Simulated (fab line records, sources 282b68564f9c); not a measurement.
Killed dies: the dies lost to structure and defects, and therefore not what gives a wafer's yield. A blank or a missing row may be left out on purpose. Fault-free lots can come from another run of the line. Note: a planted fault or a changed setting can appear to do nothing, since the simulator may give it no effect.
Comparing a struck lot with a sound one ; flow ritCmos ; 18 out of 202 route steps
Sound: wafers L703.3, L703.5, L703.6. The struck wafers were L718.3, L718.4, L718.5. The cause is named last.
Per side, at each step with rows, come the tool, then ch with its chambers, and then its first start. Under that, the readings that differ: sound wafers ; struck wafers ; difference of the means ; sigmas: that difference in standard deviations of wafers without a fault.
alike: a reading whose means differ by less than 2 such deviations, as well as words and numbers matching on both sides. not compared: withheld readings; readings where some wafer has no value; bounds like >300 that might hide an equal value; numbers whose values overlap and for which the record gives no deviation.
The two part at a step that has a row with sigmas, a row that says differs or no value, or rows on one side only. Non-overlapping numbers with no deviation appear without sigmas and do not part them. A reading that every wafer of one side lacks parts them only if that side has two wafers or more.

first, 4 steps without rows for these wafers: RIT_NWELL_SOFTBAKE_02 (time 60 s); RIT_NWELL_EXPOSE_03 (exposes mask M2, target cd 43900 nm); RIT_NWELL_PEB_04; RIT_NWELL_DEVELOP_05 (develop time 68 s).
RIT_NWELL_OVL_MEAS_06:
  sound: overlay-02 at day 2 21:19; struck: overlay-02 at day 6 00:20
  alike: NWELL_OVL
then, 2 steps without rows for these wafers: RIT_NWELL_HARDBAKE_07 (time 120 s); RIT_NWELL_IMPLANT_08.
RIT_NWELL_STRIP_09: strips in O2, time 180 s.
  sound on plasmaAsher-04 ch 0,1, day 2 21:48; struck on plasmaAsher-01 ch 0,1, day 6 00:49
  alike: drypumpMotorCurrentA, rfReflPowerW
  not compared: rfHoursCounterH
RIT_NWELL_TW_MEAS_10:
  sound: filmMetro-01 at day 2 21:56; struck: filmMetro-04 at day 6 00:58
  alike: NWELL_TW
then, 3 steps without rows for these wafers: RIT_PWELL_HMDS_00 (prime time 60 s); RIT_PWELL_COAT_01 (resist thk 1300 nm); RIT_PWELL_SOFTBAKE_02 (time 60 s).
RIT_PWELL_EXPOSE_03: exposes mask M3, target cd 43700 nm.
  sound on ilineStepper-01 ch 0, day 2 22:35; struck on ilineStepper-02 ch 0, day 6 01:37
reading;sound;struck;difference;sigmas
model.PWELL.overlayXNm (nm);-0.1032 -0.1032 -0.1032;358.9 358.9 358.9;+359.0;
  alike: mask, reticleTempC, stageVelMmS
then, 2 steps without rows for these wafers: RIT_PWELL_PEB_04; RIT_PWELL_DEVELOP_05 (develop time 68 s).
RIT_PWELL_OVL_MEAS_06:
  sound: overlay-01 at day 2 23:00; struck: overlay-01 at day 6 02:03
reading;sound;struck;difference;sigmas
PWELL_OVL (nm);2.0 2.0 0.8;362.3 359.7 360.9;+359.4;+99 or more
then, 1 step without rows for these wafers: RIT_PWELL_HARDBAKE_07 (time 120 s).
RIT_M1_PROBE_99:
  sound: prober-02 at day 4 10:37; struck: prober-01 at day 7 12:59
reading;sound;struck;difference;sigmas
killed_at_M0_to_M3;0 0 0;0 0 1;+0;+3
model.etest.wellEdgeLeft.lineOhmUm;183.4 184 183.5;218.7 219.1 218.9;+35.3;
model.etest.wellEdgeRight.lineOhmUm;184.2 185.4 185;165 162.9 165.6;-20;
model.etest.isoNwellNwell.bvV (V);22.53 22.28 22.39;20.05 20.29 20.29;-2.19;
model.etest.isoNplusNwell.lateralLog10AUm;-9.444 -9.456 -9.424;-9.529 -9.506 -9.513;-0.075;
  alike: killedAtContacts, killedAtFrontEnd, killedDies, killedOpen, killedShort

WHERE THEY PART
Last at RIT_M1_PROBE_99 as far as this record goes, first at RIT_PWELL_OVL_MEAS_06.

WHY: whatever the simulator had introduced
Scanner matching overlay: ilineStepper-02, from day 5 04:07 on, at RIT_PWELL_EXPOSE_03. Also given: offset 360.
